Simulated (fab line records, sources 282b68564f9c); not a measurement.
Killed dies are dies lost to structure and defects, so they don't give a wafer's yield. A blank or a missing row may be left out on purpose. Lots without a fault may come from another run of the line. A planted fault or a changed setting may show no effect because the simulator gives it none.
fab line records | flow rit_cmos
record lots=6 wafers=18 last_day=7
route steps=202 shown PSD@150 SDANNEAL@153 NSD@158 PLDD@159 NLDD@160 SILICIDE@161 M1@202
lots that met no fault: from a run of the same line without faults
start_h: hours from the record's first day to the start of the lot's first wafer shown | wait_h: hours since the lot's step before | " the same as in the row above | L1.1+2: a row that stands for several wafers | - no value, or no start given | * or withheld: withheld | < > ~ a bound
route shown NAME@n: a module of which the file shows steps, and the number in the route of the first | usual: mean/standard deviation of fault-free wafers | same: alike in all rows | chamber/n: place in a boat | sites: the reading at each site | _std_site: their standard deviation | _edge_site: outer sites' mean less inner sites' | radius_mm: how far each site lies from the wafer's centre | mask NAME#n: copy n | behind: the tool/chamber that last shaped the wafer | hold: why the lot was held/for how many hours/how that ended | device: the transistor (n, p or np) that didn't switch | end of line: the same wafers' tests at the end of the route | a step without rows: its recipe alone | killed: dies lost to structure and defects at the first sort, not the wafer's yield | map: a wafer's dies, x killed, . not, _ none there
set.NAME: the setting as run; set.NAME@STEP: as run at that earlier step | model.NAME: the simulator's own value behind a step, which no gauge read
lots at some steps of the route; a table a step, a row a wafer
services: from which hour (start_h, from the record's first day; less than 0 if before it) a tool's chamber was out of use, for how many hours, and why
## steps
# step RIT_PSD_IMPLANT_08
# recipe species=BF2 energy_kev=27 dose_cm2=5e+15 tilt_deg=7
# step RIT_PSD_STRIP_09
# recipe chemistry=O2 time_s=180 resist=NOVOLAK platen_temp_c=withheld power_w=500 pressure_mtorr=4000 o2_flow_sccm=4000
# usual drypump_motor_current_A=5.5/0.41
# columns lot.wafer tool chamber start_h wait_h drypump_motor_current_A rf_hours_counter_h
L687.3 plasma_asher-02 1 55.50 0.1 5.7 -
L687.4 " 0 " " 5.6 -
L687.6 " 0 " " 5.6 -
L695.1 plasma_asher-01 1 94.63 0.1 5.9 47
L695.4 " 1 " " 5.9 -
L695.5 " 0 " " 5.1 -
L697.1 plasma_asher-01 0 103.51 0.1 5.1 48
L697.4 " 1 " " 6.0 -
L697.6 " 0 " " 5.1 -
L698.1 plasma_asher-03 0 108.26 0.1 5.0 45
L698.3 " 0 " " 5.0 -
L698.6 " 1 " " 6.0 -
L704.2 plasma_asher-01 0 144.37 0.1 5.1 53
L704.3 " 1 " " 5.9 -
L704.5 " 0 " " 5.1 -
L706.4 plasma_asher-02 1 153.51 0.1 5.7 -
L706.5 " 0 " " 5.6 -
L706.6 " 1 " " 5.7 -
# step RIT_PSD_TW_MEAS_10
# usual PSD_TW=3455/27
# columns lot.wafer tool chamber start_h wait_h PSD_TW
L687.3 film_metro-04 - 55.64 0.1 3452
L687.4 " - " " 3476
L687.6 " - " " 3456
L695.1 film_metro-04 - 94.81 0.1 3452
L695.4 " - " " 3448
L695.5 " - " " 3461
L697.1 film_metro-01 - 103.69 0.1 3458
L697.4 " - " " 3451
L697.6 " - " " 3459
L698.1 film_metro-04 - 108.43 0.1 3455
L698.3 " - " " 3469
L698.6 " - " " 3470
L704.2 film_metro-01 - 144.56 0.1 3463
L704.3 " - " " 3458
L704.5 " - " " 3461
L706.4 film_metro-02 - 153.66 0.1 3411
L706.5 " - " " 3399
L706.6 " - " " 3410
# step RIT_SDANNEAL_CLEAN_00
# recipe chemistry=SC1 mix=3:3:50 time_s=600 temp_c=75
# step RIT_SDANNEAL_CLEAN_01
# recipe chemistry=dHF dilution=50:1 time_s=30
# step RIT_SDANNEAL_CLEAN_02
# recipe chemistry=SC2 mix=3:3:50 time_s=600 temp_c=75 dry=n2_spin
# step RIT_SDANNEAL_RTA_03
# recipe temp_c=1050 time_s=5 idle_temp_c=600 ramp_up_c_per_s=342 ramp_down_c_per_s=171 cool_to_c=600 ambient=N2
# usual wafer_temp_C_max=1053.5/1.1
# columns lot.wafer tool chamber start_h wait_h wafer_temp_C_max
L687.3 rtp_anneal-01 0 56.07 0.0 1054.7
L687.4 " 0 " " 1054.6
L687.6 " 0 " " 1053.4
L695.1 rtp_anneal-01 0 95.27 0.0 1052.1
L695.4 " 0 " " 1053.1
L695.5 " 0 " " 1053.1
L697.1 rtp_anneal-01 0 104.12 0.0 1051.6
L697.4 " 0 " " 1053.8
L697.6 " 0 " " 1052.5
L698.1 rtp_anneal-02 0 108.86 0.0 1053.6
L698.3 " 0 " " 1052.6
L698.6 " 0 " " 1054.1
L704.2 rtp_anneal-02 0 144.99 0.0 1051.7
L704.3 " 0 " " 1052.6
L704.5 " 0 " " 1055.8
L706.4 rtp_anneal-02 0 154.08 0.0 1053.2
L706.5 " 0 " " 1051.5
L706.6 " 0 " " 1055.3
# step RIT_SDANNEAL_RS_MEAS_04
# recipe thk_meas_gauge=four-point-probe
# usual PSD_RS=116.03/0.28
# columns lot.wafer tool chamber start_h wait_h PSD_RS[ohm/sq]
L687.3 film_metro-04 - 56.14 0.1 116.35
L687.4 " - " " 116.27
L687.6 " - " " 115.92
L695.1 film_metro-04 - 95.33 0.0 116.16
L695.4 " - " " 116.21
L695.5 " - " " 115.69
L697.1 film_metro-02 - 104.17 0.0 116.08
L697.4 " - " " 115.90
L697.6 " - " " 116.45
L698.1 film_metro-04 - 108.92 0.0 115.71
L698.3 " - " " 115.75
L698.6 " - " " 116.00
L704.2 film_metro-04 - 145.13 0.1 116.14
L704.3 " - " " 116.29
L704.5 " - " " 116.51
L706.4 film_metro-01 - 154.17 0.1 116.37
L706.5 " - " " 116.06
L706.6 " - " " 116.71
# step RIT_SDANNEAL_RS_MEAS_05
# recipe thk_meas_gauge=four-point-probe
# usual NSD_RS=85.9/0.31
# columns lot.wafer tool chamber start_h wait_h NSD_RS[ohm/sq]
L687.3 film_metro-04 - 56.26 0.1 86.2
L687.4 " - " " 86.3
L687.6 " - " " 86.4
L695.1 film_metro-04 - 95.45 0.1 85.1
L695.4 " - " " 85.3
L695.5 " - " " 85.4
L697.1 film_metro-02 - 104.29 0.1 86.0
L697.4 " - " " 85.8
L697.6 " - " " 85.9
L698.1 film_metro-04 - 109.04 0.1 85.8
L698.3 " - " " 85.7
L698.6 " - " " 86.1
L704.2 film_metro-04 - 145.25 0.1 86.2
L704.3 " - " " 86.1
L704.5 " - " " 86.3
L706.4 film_metro-01 - 154.29 0.1 85.7
L706.5 " - " " 85.9
L706.6 " - " " 85.9
# step RIT_SDANNEAL_RS_MEAS_06
# recipe thk_meas_gauge=four-point-probe
# usual PLDD_RS=176.8/0.44
# columns lot.wafer tool chamber start_h wait_h PLDD_RS[ohm/sq]
L687.3 film_metro-04 - 56.38 0.1 177.5
L687.4 " - " " 177.4
L687.6 " - " " 176.9
L695.1 film_metro-04 - 95.57 0.1 176.7
L695.4 " - " " 176.6
L695.5 " - " " 176.3
L697.1 film_metro-02 - 104.41 0.1 176.8
L697.4 " - " " 176.8
L697.6 " - " " 176.7
L698.1 film_metro-04 - 109.16 0.1 176.5
L698.3 " - " " 176.6
L698.6 " - " " 176.5
L704.2 film_metro-04 - 145.37 0.1 176.9
L704.3 " - " " 177.0
L704.5 " - " " 177.1
L706.4 film_metro-01 - 154.41 0.1 177.2
L706.5 " - " " 177.2
L706.6 " - " " 177.8
# step RIT_SDANNEAL_RS_MEAS_07
# recipe thk_meas_gauge=four-point-probe
# usual NLDD_RS=151.5/0.6
# columns lot.wafer tool chamber start_h wait_h NLDD_RS[ohm/sq]
L687.3 film_metro-04 - 56.50 0.1 151.0
L687.4 " - " " 151.0
L687.6 " - " " 152.0
L695.1 film_metro-04 - 95.69 0.1 151.1
L695.4 " - " " 151.0
L695.5 " - " " 150.6
L697.1 film_metro-02 - 104.53 0.1 151.5
L697.4 " - " " 151.7
L697.6 " - " " 151.7
L698.1 film_metro-04 - 109.28 0.1 150.2
L698.3 " - " " 150.7
L698.6 " - " " 151.4
L704.2 film_metro-04 - 145.49 0.1 150.9
L704.3 " - " " 151.1
L704.5 " - " " 151.0
L706.4 film_metro-01 - 154.53 0.1 152.3
L706.5 " - " " 151.7
L706.6 " - " " 151.9
# step RIT_SILICIDE_WET_ETCH_00
# recipe chemistry=BOE target=SiO2 target_depth_nm=14 time_s=15 dry=n2_spin dilution=10:1 temp_c=21.5
# step RIT_SILICIDE_SPUTTER_01
# recipe material=Ti target_thk_nm=30 power_w=350 chamber_pressure_pa=0.6451 gas=Ar time_s=240 substrate_temp_c=25
# usual throttle_valve_pct=29.8/1.5
# columns lot.wafer tool chamber start_h wait_h throttle_valve_pct model.Ti_of_SILICIDE_SPUTTER_01.thk_nm
L687.3 pvd_sputter-02 - 56.60 0.0 30.6 30.34
L687.4 " - " " 27.1 30.48
L687.6 " - " " 31.6 30.16
L695.1 pvd_sputter-02 - 95.82 0.0 27.2 30.44
L695.4 " - " " 31.6 30.53
L695.5 " - " " 31.5 30.22
L697.1 pvd_sputter-02 - 104.67 0.0 31.7 30.4
L697.4 " - " " 30.7 30.69
L697.6 " - " " 32.0 30.59
L698.1 pvd_sputter-01 - 109.41 0.0 27.8 30.52
L698.3 " - " " 31.2 30.74
L698.6 " - " " 29.6 30.36
L704.2 pvd_sputter-01 - 145.60 0.0 31.2 21
L704.3 " - " " 30.0 21.28
L704.5 " - " " 31.2 20.86
L706.4 pvd_sputter-01 - 154.61 0.0 28.0 20.86
L706.5 " - " " 28.1 20.75
L706.6 " - " " 29.8 21.31
# step RIT_SILICIDE_RS_MEAS_02
# recipe thk_meas_gauge=four-point-probe reads=Ti_of_SILICIDE_SPUTTER_01
# usual SILICIDE_TI_RS=44.5/0.55
# columns lot.wafer tool chamber start_h wait_h SILICIDE_TI_RS[ohm/sq]
L687.3 film_metro-03 - 56.79 0.1 44.5
L687.4 " - " " 44.2
L687.6 " - " " 44.8
L695.1 film_metro-03 - 95.97 0.1 44.3
L695.4 " - " " 44.1
L695.5 " - " " 44.6
L697.1 film_metro-03 - 104.82 0.1 44.4
L697.4 " - " " 43.8
L697.6 " - " " 44.0
L698.1 film_metro-01 - 109.56 0.1 44.2
L698.3 " - " " 43.7
L698.6 " - " " 44.4
L704.2 film_metro-02 - 145.77 0.1 70.5
L704.3 " - " " 69.3
L704.5 " - " " 71.1
L706.4 film_metro-03 - 154.82 0.1 71.2
L706.5 " - " " 71.5
L706.6 " - " " 69.3
# step RIT_SILICIDE_THK_MEAS_03
# recipe thk_meas_gauge=xrf reads=Ti_of_SILICIDE_SPUTTER_01
# usual SILICIDE_TI_THK=30.4/0.33
# columns lot.wafer tool chamber start_h wait_h SILICIDE_TI_THK[nm]
L687.3 film_metro-03 - 56.89 0.1 30.5
L687.4 " - " " 30.6
L687.6 " - " " 30.2
L695.1 film_metro-03 - 96.09 0.1 30.5
L695.4 " - " " 30.6
L695.5 " - " " 30.2
L697.1 film_metro-03 - 104.94 0.1 30.5
L697.4 " - " " 30.8
L697.6 " - " " 30.6
L698.1 film_metro-01 - 109.68 0.1 30.5
L698.3 " - " " 30.6
L698.6 " - " " 30.3
L704.2 film_metro-02 - 145.88 0.1 21.1
L704.3 " - " " 21.3
L704.5 " - " " 20.9
L706.4 film_metro-03 - 154.91 0.1 20.9
L706.5 " - " " 20.7
L706.6 " - " " 21.4
# step RIT_SILICIDE_RTA_04
# recipe temp_c=650 time_s=10 idle_temp_c=25 ramp_up_s=5 ramp_down_s=5 cool_to_c=25 ambient=N2
# usual wafer_temp_C_max=653.2/1.6
# columns lot.wafer tool chamber start_h wait_h wafer_temp_C_max
L687.3 rtp_anneal-02 0 56.95 0.1 654.3
L687.4 " 0 " " 653.5
L687.6 " 0 " " 655.5
L695.1 rtp_anneal-02 0 96.15 0.1 653.7
L695.4 " 0 " " 654.4
L695.5 " 0 " " 655.1
L697.1 rtp_anneal-02 0 105.00 0.1 653.5
L697.4 " 0 " " 655.3
L697.6 " 0 " " 654.5
L698.1 rtp_anneal-01 0 109.74 0.1 651.0
L698.3 " 0 " " 651.4
L698.6 " 0 " " 650.6
L704.2 rtp_anneal-01 0 145.95 0.1 651.6
L704.3 " 0 " " 651.9
L704.5 " 0 " " 652.1
L706.4 rtp_anneal-01 0 154.97 0.1 650.7
L706.5 " 0 " " 652.7
L706.6 " 0 " " 651.1
# step RIT_M1_PROBE_99
# usual killed_at_M0_to_M3=0.0/0.16 killed_at_contacts=0.1/0.24 killed_at_front_end=6.7/2.9 killed_dies=6.8/2.9 killed_open=3.5/1.8 killed_short=3.3/2.1
# same gross_dies=264 killed_at_M4_up=0 killed_at_back_side=0 killed_at_other=0
# columns lot.wafer tool chamber start_h wait_h killed_at_M0_to_M3 killed_at_contacts killed_at_front_end killed_dies killed_open killed_short model.etest.npoly_line.line_ohm_um model.etest.ppoly_line.line_ohm_um model.etest.contact_nplus.end_ohm_um model.etest.contact_pplus.end_ohm_um model.etest.ppoly_line.width_nm model.etest.npoly_line.width_nm model.etest.npoly_line.rs_ohm_sq model.etest.ppoly_line.rs_ohm_sq
L687.3 prober-01 - 63.87 0.2 0 0 8 8 2 6 174.9 165.9 41.16 44.25 97.96 97.48 16.81 16.32
L687.4 prober-01 - 63.92 0.2 0 1 10 11 5 6 168.1 162.5 42.69 45.12 100.4 99.47 16.99 16.38
L687.6 prober-01 - 64.02 0.2 0 0 7 7 3 4 172.3 164.6 41.42 44.91 99.31 98.19 17.13 16.45
L695.1 prober-01 - 102.89 0.1 0 0 4 4 2 2 168.6 159.4 40.24 43.13 101.1 101 16.91 16.3
L695.4 prober-01 - 103.04 0.2 0 0 6 6 5 1 164.9 159.4 43.48 43.15 102.3 101.3 16.88 16.32
L695.5 prober-01 - 103.09 0.2 0 0 7 7 3 4 163.4 156.3 43.13 43.58 103.7 102.3 16.93 16.39
L697.1 prober-01 - 112.10 0.1 0 0 9 9 4 5 170.5 163.9 44.45 45.77 101 100.4 16.92 16.49
L697.4 prober-01 - 112.25 0.2 0 1 8 9 2 7 166.3 160 42.74 44.94 101.9 101.7 16.77 16.26
L697.6 prober-01 - 112.35 0.2 0 0 6 6 2 4 164.8 160.1 42.73 45.56 102.5 101.2 16.91 16.31
L698.1 prober-02 - 120.10 0.1 0 0 8 8 5 3 168.1 164.8 41.45 43.42 99.38 98.75 16.78 16.38
L698.3 prober-02 - 120.20 0.2 0 0 8 8 3 5 170.2 164.7 42.57 45.28 98.95 98.02 16.92 16.29
L698.6 prober-02 - 120.35 0.2 0 0 11 11 4 7 166.8 162.6 41.62 44.72 101 100.9 16.75 16.32
L704.2 prober-01 - 153.82 0.1 0 0 7 7 3 4 223.5 214.9 34.36 35.42 104.2 102.6 22.77 21.86
L704.3 prober-01 - 153.87 0.2 0 0 8 8 2 6 219.8 207.6 34.36 35.68 104.1 103.4 22.42 21.51
L704.5 prober-01 - 153.97 0.2 0 0 13 13 8 5 220.9 209 33.29 35.39 104.7 104.4 23.16 22
L706.4 prober-01 - 161.57 0.2 0 0 7 7 5 2 217.9 203.2 32.67 36.62 105.5 104.7 22.99 21.67
L706.5 prober-01 - 161.62 0.2 1 0 5 6 3 3 216.5 204.3 33.51 35.84 106.9 105.8 23.06 21.82
L706.6 prober-01 - 161.67 0.2 0 0 5 5 1 4 211.5 199.4 33.76 37.99 108.6 106.6 22.39 21.4
# killed by level:class
L687.3 GATE:geometric_particle:short=4 GATE:geometric_particle:open=2 SPACER:geometric_particle:short=1 SILICIDE:geometric_particle:short=1
L687.4 GATE:geometric_particle:short=3 SILICIDE:geometric_particle:open=2 GATE:geometric_particle:open=2 FOX1:geometric_particle:open=1 FOX2:geometric_particle:short=1 SILICIDE:geometric_particle:short=1 CONTACT:geometric_particle:short=1
L687.6 GATE:geometric_particle:open=2 FOX1:geometric_particle:short=1 GATE:geometric_particle:short=1 REOX:geometric_particle:open=1 SPACER:geometric_particle:short=1 SILICIDE:geometric_particle:short=1
L695.1 GATE:geometric_particle:short=2 GATE:geometric_particle:open=1 REOX:geometric_particle:open=1
L695.4 FOX1:geometric_particle:open=2 GATE:geometric_particle:open=2 FOX1:geometric_particle:short=1 FOX2:geometric_particle:open=1
L695.5 GATE:geometric_particle:short=4 FOX1:geometric_particle:open=1 GATE:geometric_particle:open=1 SPACER:geometric_particle:open=1
L697.1 GATE:geometric_particle:open=2 REOX:geometric_particle:open=2 REOX:geometric_particle:short=2 SPACER:geometric_particle:short=2 GATE:geometric_particle:short=1
L697.4 GATE:geometric_particle:short=6 FOX1:geometric_particle:open=1 GATE:geometric_particle:open=1 CONTACT:geometric_particle:short=1
L697.6 GATE:geometric_particle:short=3 GATE:geometric_particle:open=1 REOX:geometric_particle:open=1 REOX:geometric_particle:short=1
L698.1 GATE:geometric_particle:open=3 FOX1:geometric_particle:open=2 FOX1:geometric_particle:short=2 REOX:geometric_particle:short=1
L698.3 GATE:geometric_particle:short=4 FOX1:geometric_particle:open=1 FOX2:geometric_particle:open=1 GATE:geometric_particle:open=1 REOX:geometric_particle:short=1
L698.6 FOX2:geometric_particle:short=3 GATE:geometric_particle:short=2 FOX1:geometric_particle:open=1 GATE:geometric_particle:open=1 REOX:geometric_particle:short=1 REOX:geometric_particle:open=1 SPACER:geometric_particle:open=1 SILICIDE:geometric_particle:short=1
L704.2 REOX:geometric_particle:open=2 SPACER:geometric_particle:short=2 GATE:geometric_particle:short=1 GATE:geometric_particle:open=1 REOX:geometric_particle:short=1
L704.3 GATE:geometric_particle:open=2 FOX1:geometric_particle:short=1 FOX2:geometric_particle:short=1 GATE:geometric_particle:short=1 REOX:geometric_particle:short=1 SPACER:geometric_particle:short=1 SILICIDE:geometric_particle:short=1
L704.5 GATE:geometric_particle:open=4 GATE:geometric_particle:short=3 SPACER:geometric_particle:open=3 FOX1:geometric_particle:open=1 SPACER:geometric_particle:short=1 SILICIDE:geometric_particle:short=1
L706.4 FOX1:geometric_particle:short=2 FOX1:geometric_particle:open=2 GATE:geometric_particle:open=1 REOX:geometric_particle:open=1 SPACER:geometric_particle:open=1
L706.5 FOX1:geometric_particle:short=2 FOX1:geometric_particle:open=1 REOX:geometric_particle:short=1 SPACER:geometric_particle:open=1 M1:geometric_particle:open=1
L706.6 SILICIDE:geometric_particle:short=2 GATE:geometric_particle:short=1 SPACER:geometric_particle:short=1 SILICIDE:geometric_particle:open=1
## services
# columns tool chamber start_h hours kind
plasma_asher-02 - 86.70 8.5 repair
plasma_asher-02 - 108.22 1.9 repair
plasma_asher-03 - 108.75 9.0 pm
plasma_asher-03 0 108.75 9.0 vent_cycle
plasma_asher-03 1 108.75 9.0 vent_cycle
plasma_asher-01 - 115.41 1.7 repair
plasma_asher-03 0 117.75 - clean
plasma_asher-03 1 117.75 - clean
plasma_asher-03 - 129.50 4.1 repair
plasma_asher-03 - 135.38 6.6 repair
rtp_anneal-02 - 151.11 1.1 pm
## key
first_sign step=RIT_SILICIDE_RS_MEAS_02 reading=SILICIDE_TI_RS direction=up sigmas=47 usual=44.5 struck=70.5
effect step=RIT_SILICIDE_THK_MEAS_03 reading=SILICIDE_TI_THK direction=down sigmas=29 usual=30.4 struck=21.0
model_effect step=RIT_SILICIDE_SPUTTER_01 value=Ti_of_SILICIDE_SPUTTER_01.thk_nm without=30.34 struck=21.01
model_effect step=RIT_M1_PROBE_99 value=etest.npoly_line.line_ohm_um without=174.2 struck=218.4
met_at RIT_SILICIDE_SPUTTER_01
struck_wafers L704.2,L704.3,L704.5,L706.4,L706.5,L706.6
tester_left_out L704,L706
onset_between 109.41 145.60
also_fits time
fault kind=process_parameter_drift tool=pvd_sputter-01 chamber=- onset_h=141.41 steps=RIT_SILICIDE_SPUTTER_01 channel=target_thk_nm offset=-9.2476 shape=step end_h=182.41 acts_in=these_recipes_only stated=30
# tester_left_out: of these lots the tester's yield and bins aren't shown, on N5 and GAA mostly nor the transistor test; their killed dies are dies lost to structure and defects alone, not to doping, threshold or leakage, so they don't give the yield
